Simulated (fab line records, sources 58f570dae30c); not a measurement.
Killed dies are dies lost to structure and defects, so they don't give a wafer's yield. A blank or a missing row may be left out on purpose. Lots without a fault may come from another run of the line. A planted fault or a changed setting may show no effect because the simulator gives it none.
Which tool did it? | flow berkeley_cmos170 | 7 lots, 21 wafers sampled, at 2 steps of a route of 331

WHAT THE GAUGES READ, wafer by wafer
UCB170_V2_CD_MEAS_12: target cd 700 nm.
lot  | measured     | on        | cd_nm (nm)
L218 | day 8 10:10  | cd_sem-02 | 697.9 697.3 698.3
L221 | day 8 23:22  | cd_sem-01 | 699.3 697.9 697.0
L223 | day 9 11:47  | cd_sem-02 | 706.3 707.1 706.2 706.4 707.0 706.0
L231 | day 10 21:36 | cd_sem-01 | 698.9 698.5 698.2
L233 | day 11 07:55 | cd_sem-02 | 700.5 701.5 699.3
L232 | day 11 16:07 | cd_sem-01 | 700.0 697.7 699.5
L238 | day 12 11:32 | cd_sem-02 | 699.9 698.8 699.0

WHICH TOOL RAN EACH LOT (tool, then ch and the chambers of the sampled wafers, then the start)
lot  | UCB170_V2_SOFTBAKE_08
L218 | litho_track-03 ch 0, day 8 09:31
L221 | litho_track-01 ch 0, day 8 22:40
L223 | litho_track-01 ch 0, day 9 11:07
L231 | litho_track-03 ch 0, day 10 20:37
L233 | litho_track-04 ch 0, day 11 07:08
L232 | litho_track-03 ch 0, day 11 15:28
L238 | litho_track-03 ch 0, day 12 10:52
- UCB170_V2_SOFTBAKE_08: time 60 s.

THE ANSWER, worked out from the rows above alone
Rule: what is usual is taken from the lots themselves. Put in order of their means at a reading, lots are off if they are a third of the lots or fewer, leave a main group of 4 or more, and stand apart from it by a gap of 3 or more times the standard deviation of the main group's means; of several such gaps the widest counts. A main group whose means are all the same, to the digits that the tables above print for the reading, isn't used. A lot without any number at a reading at which 4 lots or more have one is off too. The other lots that the step has rows for count as sound.
Off: L223, at UCB170_V2_CD_MEAS_12 (cd_nm). The main group: mean 698.9 nm, standard deviation 0.86.
A tool fits if, at a process step before that reading, it ran every lot that is off, and no sound lot after the first of them. The gauges at UCB170_V2_CD_MEAS_12 are tried like those tools. One fits: litho_track-01 at UCB170_V2_SOFTBAKE_08. Its last sound lot is L221 (day 8 22:40), its first lot that is off L223 (day 9 11:07): a fault that began between those two fits.

WHAT THE SIMULATOR HAD PUT IN
Process parameter drift: litho_track-01, from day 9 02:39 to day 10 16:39, at UCB170_V2_SOFTBAKE_08. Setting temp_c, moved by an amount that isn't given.
Lots struck among those shown: L223. The rule above found the same.
